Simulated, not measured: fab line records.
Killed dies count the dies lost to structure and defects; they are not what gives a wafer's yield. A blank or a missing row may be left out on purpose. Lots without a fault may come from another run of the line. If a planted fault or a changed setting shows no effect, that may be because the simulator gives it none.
Chamber matching -- flow berkeley_cmos170 -- rie_si-01 running UCB170_GATE_ETCH_15: 4 sister chambers
The step etches poly-Si in HBr/Cl2, stops on SiO2, time 56.3 s, target depth 278.2 nm. 4 wafers are shown with their chamber, then 7 later ones without.

== EACH WAFER AND ITS CHAMBER ==
wafer,chamber,throttle_valve_pct (%)
L716.5,2,25.96
L716.6,3,26.52
L719.1,0,26.60
L719.2,1,26.68

== WAFERS WHOSE CHAMBER IS MISSING ==
wafer,throttle_valve_pct (%)
L719.4,25.95
L721.2,26.60
L721.3,26.51
L721.4,25.95
L725.2,25.94
L725.4,26.68
L725.5,26.61

== WHICH CHAMBER EACH WENT THROUGH ==
wafer,from the rows above,in truth
L719.4,2,2
L721.2,0,0
L721.3,3,3
L721.4,2,2
L725.2,2,2
L725.4,1,1
L725.5,0,0
7 of 7 placed correctly. Left unplaced by these rows: 0. 0 placed wrongly.
How it was worked out, from the rows above alone: a wafer's distance from a chamber is the root of the sum, over the readings, of the square of ((its reading less the chamber's mean) divided by the reading's scatter). The wafer belongs to the nearest chamber; if the next one is less than 2 further off, it can't be placed. The mean given for a chamber averages the wafers shown for that chamber. The scatter: root of mean squared gap, hidden wafer to nearest shown wafer, with one shown wafer a chamber.
